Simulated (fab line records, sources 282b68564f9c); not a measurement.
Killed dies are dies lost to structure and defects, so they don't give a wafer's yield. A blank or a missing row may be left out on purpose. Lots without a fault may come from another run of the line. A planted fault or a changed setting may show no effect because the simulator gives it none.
A struck lot beside a sound one | flow rit_cmos | 15 steps out of a route of 202
Sound: wafers L249.1, L249.2, L249.4. Struck: wafers L255.2, L255.4, L255.6. The cause comes at the end.
At each step with rows: each side's tool, then ch and its chambers, then its first start. Under that, the readings that differ: sound wafers | struck wafers | difference of the means | sigmas: that difference in standard deviations of wafers without a fault.
alike: readings whose means differ by less than 2 such deviations, and words and numbers that are the same on both sides. not compared: withheld readings, readings that some wafer has no value for, bounds like >300 that may hide the same value, and numbers for which the record gives no deviation and whose values overlap.
The two part at a step that has a row with sigmas, a row that says differs or no value, or rows on one side only. Numbers that don't overlap but have no deviation are shown without sigmas and don't part them. A reading that every wafer of one side lacks parts them only if that side has two wafers or more.

first, 4 steps without rows for these wafers: RIT_CONTACT_SOFTBAKE_04 (time 60 s); RIT_CONTACT_EXPOSE_05 (exposes mask M11, target cd 1000 nm); RIT_CONTACT_PEB_06; RIT_CONTACT_DEVELOP_07 (develop time 120 s).
RIT_CONTACT_CD_MEAS_08: target cd 1000 nm.
  sound on cd_sem-01, day 3 20:47; struck on cd_sem-01, day 5 02:16
  alike: cd_nm
RIT_CONTACT_OVL_MEAS_09:
  sound on overlay-01, day 3 20:55; struck on overlay-02, day 5 02:22
  alike: CONTACT_OVL
then, 1 step without rows for these wafers: RIT_CONTACT_HARDBAKE_10 (time 60 s).
RIT_CONTACT_ETCH_11: etches SiO2 in CHF3/CF4/Ar, stops on TiSi2, target depth 480 nm, time 320 s.
  sound on rie_diel-01 ch 0,1,2, day 3 21:06; struck on rie_diel-01 ch 2,3, day 5 02:33
  alike: O2_flow_sccm, chamber_pressure_mTorr, drypump_motor_current_A, oes_product_au, throttle_valve_pct
  not compared: rf_hours_counter_h
RIT_CONTACT_STRIP_12: strips in O2, time 180 s.
  sound on plasma_asher-03 ch 0,1, day 3 21:17; struck on plasma_asher-01 ch 0,1, day 5 02:44
  alike: chamber_pressure_mTorr, drypump_motor_current_A
  not compared: rf_hours_counter_h
RIT_CONTACT_CD_MEAS_90: target cd 1000 nm.
  sound on cd_sem-02, day 3 21:28; struck on cd_sem-02, day 5 02:56
  alike: cd_nm
then, 2 steps without rows for these wafers: RIT_CONTACT_CLEAN_13 (cleans in SC1, time 600 s); RIT_CONTACT_CLEAN_14 (cleans in SC2, time 600 s).
RIT_M1_SPUTTER_00: material Al, target thk 400 nm, time 500 s.
  sound on pvd_sputter-02, day 3 21:56; struck on pvd_sputter-02, day 5 03:23
  reading                  | sound                | struck               | difference | sigmas
  chamber_pressure_pa (Pa) | 0.3991 0.4003 0.3997 | 0.3860 0.3861 0.3859 | -0.0137    | -18
  alike: throttle_valve_pct
RIT_M1_RS_MEAS_01: measures by four-point-probe.
  sound on film_metro-04, day 3 22:16; struck on film_metro-03, day 5 03:44
  alike: M1_AL_RS
RIT_M1_PROBE_99:
  sound on prober-01, day 4 02:08; struck on prober-02, day 5 07:38
  alike: defect_limited_yield, killed_at_front_end, killed_dies, killed_on_rim, killed_open, killed_short, sort_bin_3_pad_short, sort_bin_5_function, sort_bin_6_memory, sort_n_pass, sort_yield_pct

WHERE THEY PART
Only at RIT_M1_SPUTTER_00, within this record. Later steps at which nothing parts them and some readings are alike: RIT_M1_RS_MEAS_01, RIT_M1_PROBE_99.

WHY: what the simulator had put in
Process parameter drift: pvd_sputter-02, from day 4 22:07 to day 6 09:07, at RIT_M1_SPUTTER_00. Setting chamber_pressure_pa, moved by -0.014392, from 0.4. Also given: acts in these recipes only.
